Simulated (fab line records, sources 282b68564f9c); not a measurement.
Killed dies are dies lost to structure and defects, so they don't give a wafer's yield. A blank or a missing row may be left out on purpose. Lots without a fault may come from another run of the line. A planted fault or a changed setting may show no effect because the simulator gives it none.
Problem report in the 8D (eight disciplines) form, filled by code | flow rit_cmos | the parts of the form that need people (team, actions taken, sign-off) are left out

1. THE PROBLEM
SILICIDE_TI_RS at RIT_SILICIDE_RS_MEAS_02 reads a mean of 53.8 ohm/sq on 2 wafers of 2 lots; wafers without a fault read 47.8 ohm/sq with a standard deviation of 0.75. That is +8.0 standard deviations from the usual mean.
The step: measures by four-point-probe.
First seen on wafer L820.5, day 6 05:37, on film_metro-03. The record holds 42 wafers of 14 lots with a number at this step. Rule for "out", or "out of limits": more than 4 standard deviations from the usual mean. The other wafers with a number count as sound.

2. WHAT IT IS AND WHAT IT IS NOT
question                    | is                           | is not
which readings at this step | SILICIDE_TI_RS               | -
which lots                  | L820, L822                   | L805, L806, L807, L808, L809, L810, L811, L812, L813, L814, L815, L827
which wafers of those lots  | L820.5, L822.2               | L820.1, L820.6, L822.1, L822.6
read on which gauges        | film_metro-01, film_metro-03 | film_metro-04
when                        | from day 6 05:37             | up to then (35 sound wafers); but 5 sound wafers of L822, L827 came after

3. SUSPECTS, AND WHAT RULES EACH OUT
Counting: a tool at a process step up to the reading stays a suspect if it ran every lot that is out. Sound lots after the first of them don't rule it out here, since some wafers of a struck lot are sound.
- the gauge at RIT_SILICIDE_RS_MEAS_02: ruled out. The wafers that are out were read on 2 gauges (film_metro-01, film_metro-03).
- pvd_sputter-03 at RIT_SILICIDE_SPUTTER_01 (material Ti, target thk 30 nm, time 240 s): kept. It ran every lot that is out, first L820 (day 6 05:28); its last sound lot up to then is L814 (day 5 04:08).
Left after counting: pvd_sputter-03 at RIT_SILICIDE_SPUTTER_01.

4. THE CAUSE (what the simulator had put in)
Process parameter drift: pvd_sputter-03, from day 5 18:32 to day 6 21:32, at RIT_SILICIDE_SPUTTER_01. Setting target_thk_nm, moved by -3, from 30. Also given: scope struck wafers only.
Counting left only this tool.

5. THE CHAIN OF EFFECTS, in route order
Each row: a reading whose mean over the struck wafers that have a number lies more than 3 standard deviations from the usual. Only readings for which the record gives a usual standard deviation are gone through. hours: the time from each lot's start at the first step in this table that gives one to its start at this step, as a median over the lots. sigmas: the change in usual standard deviations.
hours | step                     | reading         | usual       | on struck wafers | change | sigmas
0     | RIT_SILICIDE_RS_MEAS_02  | SILICIDE_TI_RS  | 47.8 ohm/sq | 53.8             | +6.0   | +8.0
2     | RIT_SILICIDE_THK_MEAS_03 | SILICIDE_TI_THK | 29.6 nm     | 26.8             | -2.8   | -6.5

6. WHAT WOULD HAVE CAUGHT IT SOONER
In this record the first reading out of limits at a measuring or inspecting step was taken at day 6 05:37, 11 hours after the fault began at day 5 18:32.
Of the tool readings at RIT_SILICIDE_SPUTTER_01 for which the record gives a usual standard deviation, none was out on any struck wafer, so an alarm limit of 4 standard deviations on them would not have fired.
Of the lots that are out (2), L822 began RIT_SILICIDE_SPUTTER_01 on pvd_sputter-03 after day 6 05:37. A hold on the tool at that time would have spared it.
